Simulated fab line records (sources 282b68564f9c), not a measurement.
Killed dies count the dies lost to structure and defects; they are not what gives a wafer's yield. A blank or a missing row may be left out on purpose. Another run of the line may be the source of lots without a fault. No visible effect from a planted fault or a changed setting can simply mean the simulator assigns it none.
Which tool is to blame? || flow rit cmos || 48 wafers sampled from 16 lots at 1 step of a route of 202

## WHAT THE GAUGES SHOWED, per wafer
Not one reading of a measure or inspect step in the record can be checked against a usual standard deviation.

## WHICH TOOL RAN EACH LOT (tool, then ch and the chambers of the sampled wafers, then the start)
{"lot": "L489", "RIT_PSD_SOFTBAKE_02": "litho track-02 ch 0, day 3 03:58"}
{"lot": "L490", "RIT_PSD_SOFTBAKE_02": "litho track-03 ch 0, day 3 09:57"}
{"lot": "L491", "RIT_PSD_SOFTBAKE_02": "litho track-04 ch 0, day 3 12:30"}
{"lot": "L492", "RIT_PSD_SOFTBAKE_02": "litho track-03 ch 0, day 3 19:33"}
{"lot": "L494", "RIT_PSD_SOFTBAKE_02": "litho track-02 ch 0, day 4 03:04"}
{"lot": "L495", "RIT_PSD_SOFTBAKE_02": "litho track-02 ch 0, day 4 06:23"}
{"lot": "L496", "RIT_PSD_SOFTBAKE_02": "litho track-02 ch 0, day 4 15:01"}
{"lot": "L497", "RIT_PSD_SOFTBAKE_02": "litho track-02 ch 0, day 4 16:51"}
{"lot": "L498", "RIT_PSD_SOFTBAKE_02": "litho track-02 ch 0, day 4 23:29"}
{"lot": "L499", "RIT_PSD_SOFTBAKE_02": "litho track-02 ch 0, day 5 07:07"}
{"lot": "L500", "RIT_PSD_SOFTBAKE_02": "litho track-02 ch 0, day 5 08:13"}
{"lot": "L502", "RIT_PSD_SOFTBAKE_02": "litho track-03 ch 0, day 5 17:27"}
{"lot": "L503", "RIT_PSD_SOFTBAKE_02": "litho track-03 ch 0, day 5 22:49"}
{"lot": "L510", "RIT_PSD_SOFTBAKE_02": "litho track-04 ch 0, day 7 11:02"}
{"lot": "L511", "RIT_PSD_SOFTBAKE_02": "litho track-04 ch 0, day 7 16:20"}
{"lot": "L512", "RIT_PSD_SOFTBAKE_02": "litho track-04 ch 0, day 7 23:59"}
- RIT_PSD_SOFTBAKE_02: time 60 s.

## AS READ BY THE TOOLS THEMSELVES (means over the sampled wafers that have a number; for cases with no such wafer, the mark the record gives instead)
RIT_PSD_SOFTBAKE_02. Usual: exhaust pa 45.1 Pa, standard deviation 0.99; heater power total W 34.57 W, standard deviation 0.048; plate temp C 89.99 C, standard deviation 0.13.
{"lot": "L489", "tool": "litho track-02", "exhaust pa (Pa)": 45.8, "heater power total W (W)": 34.60, "plate temp C (C)": 89.85, "flag": ""}
{"lot": "L490", "tool": "litho track-03", "exhaust pa (Pa)": 43.6, "heater power total W (W)": 34.58, "plate temp C (C)": 89.93, "flag": ""}
{"lot": "L491", "tool": "litho track-04", "exhaust pa (Pa)": 45.3, "heater power total W (W)": 34.58, "plate temp C (C)": 89.92, "flag": ""}
{"lot": "L492", "tool": "litho track-03", "exhaust pa (Pa)": 44.8, "heater power total W (W)": 34.55, "plate temp C (C)": 89.93, "flag": ""}
{"lot": "L494", "tool": "litho track-02", "exhaust pa (Pa)": 45.8, "heater power total W (W)": 34.56, "plate temp C (C)": 89.95, "flag": ""}
{"lot": "L495", "tool": "litho track-02", "exhaust pa (Pa)": 44.9, "heater power total W (W)": 34.55, "plate temp C (C)": 90.04, "flag": ""}
{"lot": "L496", "tool": "litho track-02", "exhaust pa (Pa)": 44.5, "heater power total W (W)": 34.57, "plate temp C (C)": 90.04, "flag": ""}
{"lot": "L497", "tool": "litho track-02", "exhaust pa (Pa)": 44.1, "heater power total W (W)": 38.81, "plate temp C (C)": 97.82, "flag": "OFF"}
{"lot": "L498", "tool": "litho track-02", "exhaust pa (Pa)": 44.3, "heater power total W (W)": 38.80, "plate temp C (C)": 97.81, "flag": "OFF"}
{"lot": "L499", "tool": "litho track-02", "exhaust pa (Pa)": 44.4, "heater power total W (W)": 38.71, "plate temp C (C)": 97.66, "flag": "OFF"}
{"lot": "L500", "tool": "litho track-02", "exhaust pa (Pa)": 47.3, "heater power total W (W)": 38.72, "plate temp C (C)": 97.50, "flag": "OFF"}
{"lot": "L502", "tool": "litho track-03", "exhaust pa (Pa)": 45.1, "heater power total W (W)": 34.59, "plate temp C (C)": 89.93, "flag": ""}
{"lot": "L503", "tool": "litho track-03", "exhaust pa (Pa)": 44.7, "heater power total W (W)": 34.52, "plate temp C (C)": 90.10, "flag": ""}
{"lot": "L510", "tool": "litho track-04", "exhaust pa (Pa)": 45.3, "heater power total W (W)": 34.59, "plate temp C (C)": 89.97, "flag": ""}
{"lot": "L511", "tool": "litho track-04", "exhaust pa (Pa)": 45.2, "heater power total W (W)": 34.57, "plate temp C (C)": 89.99, "flag": ""}
{"lot": "L512", "tool": "litho track-04", "exhaust pa (Pa)": 44.3, "heater power total W (W)": 34.59, "plate temp C (C)": 89.87, "flag": ""}

## THE ANSWER, worked out from the rows above alone
Rule: take the mean of a lot's wafers that have a number; if it is more than 3 standard deviations from the usual mean, the lot is off. Also off: a lot with no number at a reading for which 4 or more lots have one. Any other lot the step has rows for is counted as sound. The gauges are gone through in route order, then the tools' own readings, and for those a lot's mean is taken as printed above. At the first step where some lot is off, the reading lying furthest off is the one used; lots without a number count as furthest.
Off, at RIT_PSD_SOFTBAKE_02 on heater power total W: L497, L498, L499, L500.
If a tool, at that step or one of the process steps before it, ran each lot that is off and ran no sound lot following the first of them, it fits. One fits: RIT_PSD_SOFTBAKE_02 on litho track-02. A fault onset in the window from L496 (day 4 15:01, its last sound lot) to L497 (day 4 16:51, its first lot off) fits.
The tool's own readings at RIT_PSD_SOFTBAKE_02 bear it out: on the lots that are off they differ by more than 5 times the standard deviation of the sound lots' means. heater power total W reads 38.76 W there against 34.57 W on the sound lots; plate temp C reads 97.70 C there against 89.96 C on the sound lots.

## WHAT HAD BEEN PUT IN BY THE SIMULATOR
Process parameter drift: litho track-02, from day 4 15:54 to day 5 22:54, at RIT_PSD_SOFTBAKE_02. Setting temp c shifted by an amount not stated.
Struck lots among those shown: L497, L498, L499, L500. The same result came from the rule above.
